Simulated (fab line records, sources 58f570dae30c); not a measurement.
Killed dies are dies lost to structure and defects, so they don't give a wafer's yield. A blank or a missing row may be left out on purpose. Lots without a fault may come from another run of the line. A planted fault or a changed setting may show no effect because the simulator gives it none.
Tool commonality check | flow berkeley_cmos170 | 15 lots, 45 wafers sampled

WHY IT WAS OPENED
At UCB170_GATE_THK_MEAS_05 the reading GATE_POLY_THK is flagged on 3 of 15 lots. Wafers without a fault read 213.7 nm, standard deviation 2.3.
Rule: a lot is flagged when every wafer of it that has a number lies more than 4 standard deviations from that mean, or none has a number. The other lots count as sound.

lot  | measured     | on            | GATE_POLY_THK (nm), wafer by wafer | flag
L592 | day 5 19:35  | film_metro-02 | 216.8 217.6 216.6                  |
L593 | day 5 21:07  | film_metro-03 | 211.0 209.8 209.6                  |
L594 | day 5 21:07  | film_metro-02 | 213.6 213.2 212.3                  |
L595 | day 6 18:07  | film_metro-01 | 215.1 216.0 214.5                  |
L597 | day 6 18:07  | film_metro-03 | 212.7 211.5 212.0                  |
L598 | day 7 04:32  | film_metro-01 | 214.4 215.1 215.6                  |
L599 | day 7 04:32  | film_metro-03 | 219.1 218.3 216.9                  |
L601 | day 7 15:50  | film_metro-02 | 211.4 212.2 212.3                  |
L602 | day 7 15:51  | film_metro-01 | 214.4 212.6 213.0                  |
L604 | day 8 01:46  | film_metro-01 | 211.3 212.5 210.6                  |
L605 | day 8 23:41  | film_metro-02 | 214.3 213.2 214.4                  |
L611 | day 10 03:59 | film_metro-03 | 171.8 169.7 170.9                  | FLAGGED
L610 | day 10 04:01 | film_metro-01 | 167.1 164.7 167.6                  | FLAGGED
L612 | day 10 04:01 | film_metro-02 | 173.6 172.9 171.8                  | FLAGGED
L614 | day 10 22:28 | film_metro-01 | 216.2 215.8 215.2                  |
The numbers of the flagged lots are 170.0 nm on average: -43.7 nm against the usual, or -19 standard deviations.

WHICH TOOL RAN EACH LOT
The record holds 2 process steps before the reading, out of a route of 331 steps. In each cell: the tool, then ch and the chambers that the sampled wafers went through, then the start.
lot  | flag    | UCB170_ZERO_STRIP_07                | UCB170_GATE_CVD_04
L592 |         | plasma_asher-01 ch 0,1, day 2 02:41 | lpcvd-02 ch 1, day 5 18:11
L593 |         | plasma_asher-03 ch 0,1, day 2 05:53 | lpcvd-01 ch 0, day 5 19:43
L594 |         | plasma_asher-03 ch 0,1, day 2 11:14 | lpcvd-01 ch 0, day 5 19:43
L595 |         | plasma_asher-04 ch 1, day 2 16:08   | lpcvd-01 ch 1, day 6 16:42
L597 |         | plasma_asher-04 ch 0,1, day 3 03:17 | lpcvd-01 ch 0, day 6 16:42
L598 |         | plasma_asher-01 ch 0,1, day 3 08:07 | lpcvd-02 ch 0, day 7 03:07
L599 |         | plasma_asher-04 ch 0,1, day 3 10:53 | lpcvd-02 ch 0, day 7 03:07
L601 |         | plasma_asher-01 ch 0,1, day 3 19:35 | lpcvd-01 ch 1, day 7 14:26
L602 |         | plasma_asher-04 ch 1, day 4 02:49   | lpcvd-01 ch 0, day 7 14:26
L604 |         | plasma_asher-04 ch 0,1, day 4 09:13 | lpcvd-02 ch 1, day 8 00:22
L605 |         | plasma_asher-04 ch 0,1, day 4 17:13 | lpcvd-01 ch 0, day 8 22:16
L611 | FLAGGED | plasma_asher-04 ch 0,1, day 5 21:20 | lpcvd-02 ch 0, day 10 02:35
L610 | FLAGGED | plasma_asher-01 ch 0,1, day 5 17:36 | lpcvd-02 ch 1, day 10 02:35
L612 | FLAGGED | plasma_asher-01 ch 0,1, day 6 01:34 | lpcvd-02 ch 0, day 10 02:35
L614 |         | plasma_asher-04 ch 0,1, day 6 14:44 | lpcvd-01 ch 0, day 10 21:04
What these steps do:
- UCB170_ZERO_STRIP_07: strips in O2.
- UCB170_GATE_CVD_04: deposits poly-Si from SiH4, time 1440 s, target thk 214 nm.
- UCB170_GATE_THK_MEAS_05

FLAGGED OVER TOTAL, TOOL BY TOOL (the gauges that took the reading come last)
step                    | tool            | lots run | flagged | share of the flagged lots | sound lots run after its first flagged lot
UCB170_ZERO_STRIP_07    | plasma_asher-01 | 5        | 2       | some                      | 0
UCB170_ZERO_STRIP_07    | plasma_asher-03 | 2        | 0       | none                      | -
UCB170_ZERO_STRIP_07    | plasma_asher-04 | 8        | 1       | some                      | 1 (L614)
UCB170_GATE_CVD_04      | lpcvd-01        | 8        | 0       | none                      | -
UCB170_GATE_CVD_04      | lpcvd-02        | 7        | 3       | all                       | 0
UCB170_GATE_THK_MEAS_05 | film_metro-01   | 6        | 1       | some                      | 1 (L614)
UCB170_GATE_THK_MEAS_05 | film_metro-02   | 5        | 1       | some                      | 0
UCB170_GATE_THK_MEAS_05 | film_metro-03   | 4        | 1       | some                      | 0

WHAT THE TABLE ALLOWS
1 row of the table ran every flagged lot: lpcvd-02 at UCB170_GATE_CVD_04.
- lpcvd-02 at UCB170_GATE_CVD_04: 3 of its 7 lots flagged. Its last sound lot is L604 (day 8 00:22), its first flagged lot L610 (day 10 02:35): a fault that began between those two fits. Its own readings lie more than 4 standard deviations out on every wafer of the flagged lots: sih4_flow_sccm.
One tool is left: lpcvd-02 at UCB170_GATE_CVD_04.

WHAT THE SIMULATOR HAD PUT IN
Process parameter drift: lpcvd-02, from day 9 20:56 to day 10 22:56, at UCB170_GATE_CVD_04. Setting sih4_flow_sccm, moved by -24, from 120. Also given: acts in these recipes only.
Lots struck among those shown: L611, L610, L612. The rule above found the same.
